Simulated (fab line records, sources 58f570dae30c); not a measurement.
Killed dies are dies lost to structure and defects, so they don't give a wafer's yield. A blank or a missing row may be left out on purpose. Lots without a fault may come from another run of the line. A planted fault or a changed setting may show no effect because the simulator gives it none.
Which tool did it? | flow berkeley_cmos170 | 7 lots, 21 wafers sampled, at 2 steps of a route of 331

WHAT THE GAUGES READ, wafer by wafer
UCB170_NWELL_TW_MEAS_16.
lot  | measured    | on            | NWELL_TW
L626 | day 3 05:43 | film_metro-03 | 1273 1275 1278
L630 | day 4 08:47 | film_metro-02 | 1264 1251 1262
L632 | day 4 15:43 | film_metro-03 | 1268 1269 1269
L634 | day 5 04:07 | film_metro-04 | 1225 1227 1232
L636 | day 5 10:07 | film_metro-03 | 2129 2123 2118 2123 2125 2112
L638 | day 5 23:58 | film_metro-03 | 2133 2141 2137 2138 2138 2129
L644 | day 7 01:07 | film_metro-03 | 1270 1276 1279

WHICH TOOL RAN EACH LOT (tool, then ch and the chambers of the sampled wafers, then the start)
lot  | UCB170_NWELL_IMPLANT_14
L626 | implanter-01 ch 0, day 3 05:29
L630 | implanter-04 ch 0, day 4 08:34
L632 | implanter-01 ch 0, day 4 15:30
L634 | implanter-01 ch 0, day 5 03:52
L636 | implanter-01 ch 0, day 5 09:55
L638 | implanter-01 ch 0, day 5 23:43
L644 | implanter-03 ch 0, day 7 00:49
- UCB170_NWELL_IMPLANT_14

THE ANSWER, worked out from the rows above alone
Rule: what is usual is taken from the lots themselves. Put in order of their means at a reading, lots are off if they are a third of the lots or fewer, leave a main group of 4 or more, and stand apart from it by a gap of 3 or more times the standard deviation of the main group's means; of several such gaps the widest counts. A main group whose means are all the same, to the digits that the tables above print for the reading, isn't used. A lot without any number at a reading at which 4 lots or more have one is off too. The other lots that the step has rows for count as sound.
Off: L636, L638, at UCB170_NWELL_TW_MEAS_16 (NWELL_TW). The main group: mean 1261, standard deviation 18.
A tool fits if, at a process step before that reading, it ran every lot that is off, and no sound lot after the first of them. The gauges at UCB170_NWELL_TW_MEAS_16 are tried like those tools. One fits: implanter-01 at UCB170_NWELL_IMPLANT_14. Its last sound lot is L634 (day 5 03:52), its first lot that is off L636 (day 5 09:55): a fault that began between those two fits.

WHAT THE SIMULATOR HAD PUT IN
Process parameter drift: implanter-01, from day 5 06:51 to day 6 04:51, at UCB170_NWELL_IMPLANT_14. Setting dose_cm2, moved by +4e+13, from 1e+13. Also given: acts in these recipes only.
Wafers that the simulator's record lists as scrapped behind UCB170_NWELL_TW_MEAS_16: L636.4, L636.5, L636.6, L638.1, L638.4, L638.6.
Lots struck among those shown: L636, L638. The rule above found the same.
